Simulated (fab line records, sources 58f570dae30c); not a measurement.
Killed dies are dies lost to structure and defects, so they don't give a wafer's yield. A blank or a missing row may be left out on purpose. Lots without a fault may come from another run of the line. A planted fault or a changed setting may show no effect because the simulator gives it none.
Which tool did it? | flow berkeley_cmos170 | 15 lots, 45 wafers sampled, at 7 steps of a route of 331

WHAT THE GAUGES READ, wafer by wafer
UCB170_PWELL_THK_MEAS_03. Usual: PWELL_OXIDE_THK 26.8 nm, standard deviation 0.41.
lot  | measured    | on            | PWELL_OXIDE_THK (nm) | flag
L108 | day 3 01:35 | film_metro-04 | 26.2 26.5 26.6       |
L109 | day 3 04:11 | film_metro-02 | 26.8 26.7 26.8       |
L110 | day 3 14:41 | film_metro-01 | 27.0 26.7 26.6       |
L111 | day 3 14:41 | film_metro-02 | 26.7 26.5 26.2       |
L112 | day 3 22:34 | film_metro-04 | 27.3 27.0 27.1       |
L115 | day 4 13:10 | film_metro-01 | 27.1 27.1 27.0       |
L113 | day 4 13:10 | film_metro-02 | 26.5 26.6 26.5       |
L116 | day 4 13:10 | film_metro-04 | 27.0 26.4 27.0       |
L114 | day 4 13:14 | film_metro-02 | 27.2 27.0 26.5       |
L117 | day 4 18:10 | film_metro-01 | 27.4 26.8 27.2       |
L121 | day 5 13:59 | film_metro-01 | 26.5 26.3 26.6       |
L123 | day 5 22:39 | film_metro-04 | 26.8 26.9 27.3       |
L125 | day 6 14:46 | film_metro-01 | 26.4 26.9 27.0       |
L129 | day 7 10:47 | film_metro-02 | 27.1 27.1 27.2       |
L130 | day 7 19:33 | film_metro-02 | 26.2 26.3 26.3       |

UCB170_PSD_TW_MEAS_10. Usual: PSD_TW 2345, standard deviation 19.
lot  | measured     | on            | PSD_TW         | flag
L108 | day 7 17:26  | film_metro-04 | 2337 2328 2327 |
L109 | day 7 17:11  | film_metro-04 | 2319 2330 2317 |
L110 | day 8 02:11  | film_metro-01 | 2365 2353 2360 |
L111 | day 8 02:38  | film_metro-04 | 2305 2317 2317 |
L112 | day 8 01:32  | film_metro-01 | 2356 2367 2345 |
L115 | day 9 12:16  | film_metro-03 | 2328 2341 2348 |
L113 | day 9 12:01  | film_metro-04 | 2329 2318 2334 |
L116 | day 9 17:28  | film_metro-03 | 2336 2331 2334 |
L114 | day 9 12:43  | film_metro-03 | 2339 2339 2340 |
L117 | day 9 12:23  | film_metro-01 | 2898 2908 2940 | OFF
L121 | day 10 18:48 | film_metro-01 | 2913 2912 2890 | OFF
L123 | day 10 18:40 | film_metro-03 | 2343 2337 2346 |
L125 | day 11 23:25 | film_metro-01 | 2907 2895 2889 | OFF
L129 | day 12 16:22 | film_metro-01 | 2358 2364 2369 |
L130 | day 12 16:43 | film_metro-01 | 2364 2358 2357 |

UCB170_SDANNEAL_RS_MEAS_02: measures by four-point-probe. Usual: PSD_RS 75.6 ohm/sq, standard deviation 0.33.
lot  | measured     | on            | PSD_RS (ohm/sq) | flag
L108 | day 7 20:56  | film_metro-01 | 76.0 75.6 75.5  |
L109 | day 7 20:18  | film_metro-01 | 75.8 75.8 75.8  |
L110 | day 8 06:07  | film_metro-03 | 75.0 75.4 75.2  |
L111 | day 8 06:17  | film_metro-01 | 75.6 75.4 75.4  |
L112 | day 8 05:34  | film_metro-03 | 75.3 75.3 75.8  |
L115 | day 9 15:10  | film_metro-03 | 75.3 75.2 75.3  |
L113 | day 9 14:44  | film_metro-04 | 75.3 75.5 75.6  |
L116 | day 9 20:02  | film_metro-01 | 75.5 75.6 75.7  |
L114 | day 9 15:27  | film_metro-04 | 75.7 76.0 76.1  |
L117 | day 9 15:07  | film_metro-01 | 53.7 53.6 53.6  | OFF
L121 | day 10 21:55 | film_metro-03 | 53.3 53.4 53.4  | OFF
L123 | day 10 21:46 | film_metro-04 | 75.5 75.8 75.8  |
L125 | day 12 02:40 | film_metro-03 | 53.6 53.5 53.6  | OFF
L129 | day 12 19:34 | film_metro-01 | 76.3 75.9 76.0  |
L130 | day 12 20:00 | film_metro-03 | 75.2 75.4 75.5  |

UCB170_V2_CD_MEAS_12: target cd 700 nm. Usual: cd_nm 700.1 nm, standard deviation 1.6.
lot  | measured     | on        | cd_nm (nm)        | flag
L108 | day 8 17:10  | cd_sem-02 | 700.7 702.1 700.3 |
L109 | day 8 13:56  | cd_sem-02 | 700.3 699.7 700.8 |
L110 | day 9 02:16  | cd_sem-01 | 699.5 699.5 699.6 |
L111 | day 9 02:06  | cd_sem-02 | 700.6 700.7 698.3 |
L112 | day 8 23:03  | cd_sem-01 | 700.4 698.6 698.3 |
L115 | day 10 11:20 | cd_sem-01 | 701.7 699.6 701.7 |
L113 | day 10 10:59 | cd_sem-01 | 701.5 699.3 700.7 |
L116 | day 10 12:07 | cd_sem-02 | 702.6 700.8 701.2 |
L114 | day 10 11:34 | cd_sem-01 | 698.6 700.3 699.4 |
L117 | day 10 11:14 | cd_sem-02 | 698.2 698.4 698.5 |
L121 | day 11 16:57 | cd_sem-01 | 699.4 699.3 698.6 |
L123 | day 11 16:31 | cd_sem-01 | 702.1 700.8 701.7 |
L125 | day 12 22:49 | cd_sem-01 | 700.1 699.7 699.8 |
L129 | day 13 13:29 | cd_sem-02 | 705.0 704.4 704.7 |
L130 | day 13 13:42 | cd_sem-01 | 701.8 700.0 700.6 |

WHICH TOOL RAN EACH LOT (tool, then ch and the chambers of the sampled wafers, then the start)
lot  | UCB170_PSD_IMPLANT_08           | UCB170_PSD_STRIP_09                  | UCB170_SILICIDE_RTA_04
L108 | implanter-04 ch 0, day 7 17:11  | plasma_asher-03 ch 0,1, day 7 17:20  | rtp_anneal-02 ch 0, day 7 21:41
L109 | implanter-03 ch 0, day 7 16:56  | plasma_asher-03 ch 0,1, day 7 17:05  | rtp_anneal-02 ch 0, day 7 21:04
L110 | implanter-04 ch 0, day 8 01:56  | plasma_asher-03 ch 0,1, day 8 02:04  | rtp_anneal-02 ch 0, day 8 06:52
L111 | implanter-03 ch 0, day 8 02:23  | plasma_asher-02 ch 1, day 8 02:31    | rtp_anneal-01 ch 0, day 8 07:02
L112 | implanter-01 ch 0, day 8 01:17  | plasma_asher-02 ch 0,1, day 8 01:25  | rtp_anneal-02 ch 0, day 8 06:19
L115 | implanter-01 ch 0, day 9 12:01  | plasma_asher-03 ch 0,1, day 9 12:10  | rtp_anneal-02 ch 0, day 9 15:56
L113 | implanter-04 ch 0, day 9 11:46  | plasma_asher-01 ch 0, day 9 11:54    | rtp_anneal-02 ch 0, day 9 15:29
L116 | implanter-04 ch 0, day 9 17:13  | plasma_asher-01 ch 1, day 9 17:21    | rtp_anneal-01 ch 0, day 9 20:47
L114 | implanter-01 ch 0, day 9 12:29  | plasma_asher-03 ch 0,1, day 9 12:37  | rtp_anneal-01 ch 0, day 9 16:12
L117 | implanter-03 ch 0, day 9 11:45  | plasma_asher-03 ch 0, day 9 12:16    | rtp_anneal-01 ch 0, day 9 15:52
L121 | implanter-01 ch 0, day 10 18:07 | plasma_asher-02 ch 0,1, day 10 18:42 | rtp_anneal-01 ch 0, day 10 22:44
L123 | implanter-01 ch 0, day 10 18:25 | plasma_asher-01 ch 0,1, day 10 18:33 | rtp_anneal-01 ch 0, day 10 22:31
L125 | implanter-04 ch 0, day 11 22:52 | plasma_asher-02 ch 0,1, day 11 23:19 | rtp_anneal-02 ch 0, day 12 03:25
L129 | implanter-04 ch 0, day 12 16:08 | plasma_asher-03 ch 0,1, day 12 16:16 | rtp_anneal-01 ch 0, day 12 20:19
L130 | implanter-03 ch 0, day 12 16:28 | plasma_asher-03 ch 0,1, day 12 16:37 | rtp_anneal-02 ch 0, day 12 20:45
- UCB170_PSD_IMPLANT_08
- UCB170_PSD_STRIP_09: strips in O2.
- UCB170_SILICIDE_RTA_04: time 15 s.

WHAT THE TOOLS THEMSELVES READ (means of the sampled wafers that have a number; where no wafer has one, the mark that the record gives instead)
UCB170_PSD_IMPLANT_08. Usual: tilt_deg 7.000 degrees, standard deviation 0.021.
lot  | tool         | tilt_deg (degrees) | flag
L108 | implanter-04 | 7.002              |
L109 | implanter-03 | 6.987              |
L110 | implanter-04 | 7.000              |
L111 | implanter-03 | 6.999              |
L112 | implanter-01 | 7.026              |
L115 | implanter-01 | 7.015              |
L113 | implanter-04 | 7.025              |
L116 | implanter-04 | 7.004              |
L114 | implanter-01 | 6.986              |
L117 | implanter-03 | 7.000              |
L121 | implanter-01 | 7.009              |
L123 | implanter-01 | 7.002              |
L125 | implanter-04 | 6.997              |
L129 | implanter-04 | 7.006              |
L130 | implanter-03 | 7.003              |

UCB170_PSD_STRIP_09. Usual: chamber_pressure_mTorr 3499.8 mTorr, standard deviation 2.9; drypump_motor_current_A 5.5 A, standard deviation 0.46; o2_flow_sccm 400.1 sccm, standard deviation 1.2; oes_product_au 0.600 a.u., standard deviation 0.0045; strip_time_to_endpoint_s 29.37 s, standard deviation 0.086.
lot  | tool            | chamber_pressure_mTorr (mTorr) | drypump_motor_current_A (A) | o2_flow_sccm (sccm) | oes_product_au (a.u.) | strip_time_to_endpoint_s (s) | flag
L108 | plasma_asher-03 | 3499.3                         | 5.5                         | 399.7               | 0.599                 | 29.39                        |
L109 | plasma_asher-03 | 3499.4                         | 5.5                         | 400.6               | 0.599                 | 29.33                        |
L110 | plasma_asher-03 | 3499.9                         | 5.4                         | 399.7               | 0.601                 | 29.50                        |
L111 | plasma_asher-02 | 3504.5                         | 5.0                         | 398.6               | 0.601                 | 29.48                        |
L112 | plasma_asher-02 | 3500.5                         | 5.4                         | 400.0               | 0.602                 | 29.45                        |
L115 | plasma_asher-03 | 3499.9                         | 5.4                         | 400.3               | 0.598                 | 29.44                        |
L113 | plasma_asher-01 | 3503.1                         | 6.2                         | 400.3               | 0.599                 | 29.44                        |
L116 | plasma_asher-01 | 3499.3                         | 5.6                         | 400.2               | 0.598                 | 29.32                        |
L114 | plasma_asher-03 | 3500.5                         | 5.4                         | 399.0               | 0.602                 | 29.38                        |
L117 | plasma_asher-03 | 3497.7                         | 4.9                         | 401.2               | 0.522                 | 37.66                        | OFF
L121 | plasma_asher-02 | 3496.4                         | 5.3                         | 399.6               | 0.522                 | 37.66                        | OFF
L123 | plasma_asher-01 | 3502.3                         | 5.8                         | 400.4               | 0.603                 | 29.41                        |
L125 | plasma_asher-02 | 3500.0                         | 5.3                         | 399.5               | 0.519                 | 37.54                        | OFF
L129 | plasma_asher-03 | 3500.0                         | 5.4                         | 400.8               | 0.597                 | 29.40                        |
L130 | plasma_asher-03 | 3499.1                         | 5.2                         | 401.1               | 0.600                 | 29.35                        |

UCB170_SILICIDE_RTA_04. Usual: lamp_power_pct 11.0 %, standard deviation 0.34; wafer_temp_C_max 652.5, standard deviation 0.64.
lot  | tool          | lamp_power_pct (%) | wafer_temp_C_max | flag
L108 | rtp_anneal-02 | 10.6               | 654.0            |
L109 | rtp_anneal-02 | 10.7               | 652.6            |
L110 | rtp_anneal-02 | 10.7               | 652.9            |
L111 | rtp_anneal-01 | 11.3               | 652.0            |
L112 | rtp_anneal-02 | 10.6               | 652.4            |
L115 | rtp_anneal-02 | 10.7               | 652.9            |
L113 | rtp_anneal-02 | 10.7               | 653.0            |
L116 | rtp_anneal-01 | 11.3               | 652.3            |
L114 | rtp_anneal-01 | 11.3               | 652.0            |
L117 | rtp_anneal-01 | 11.3               | 652.0            |
L121 | rtp_anneal-01 | 11.3               | 652.4            |
L123 | rtp_anneal-01 | 11.3               | 651.9            |
L125 | rtp_anneal-02 | 10.6               | 652.8            |
L129 | rtp_anneal-01 | 11.3               | 651.6            |
L130 | rtp_anneal-02 | 10.6               | 652.7            |

THE ANSWER, worked out from the rows above alone
Rule: a lot is off if the mean of its wafers that have a number lies more than 3 standard deviations from the usual mean. A lot without any number at a reading at which 4 lots or more have one is off too. The other lots that the step has rows for count as sound. The gauges are gone through in route order, then the tools' own readings, and for those a lot's mean is taken as printed above. The first step at which some lot is off is used, and at that step the reading that is off furthest; a lot without a number counts as furthest.
Off: L117, L121, L125, at UCB170_PSD_TW_MEAS_10 (PSD_TW).
A tool fits if, at a process step before that reading, it ran every lot that is off, and no sound lot after the first of them. The gauges at UCB170_PSD_TW_MEAS_10 aren't tried: what is off there is off at UCB170_PSD_STRIP_09 too, on other tools, and a gauge's error can't cause that. None of those tried fits.

WHAT THE SIMULATOR HAD PUT IN
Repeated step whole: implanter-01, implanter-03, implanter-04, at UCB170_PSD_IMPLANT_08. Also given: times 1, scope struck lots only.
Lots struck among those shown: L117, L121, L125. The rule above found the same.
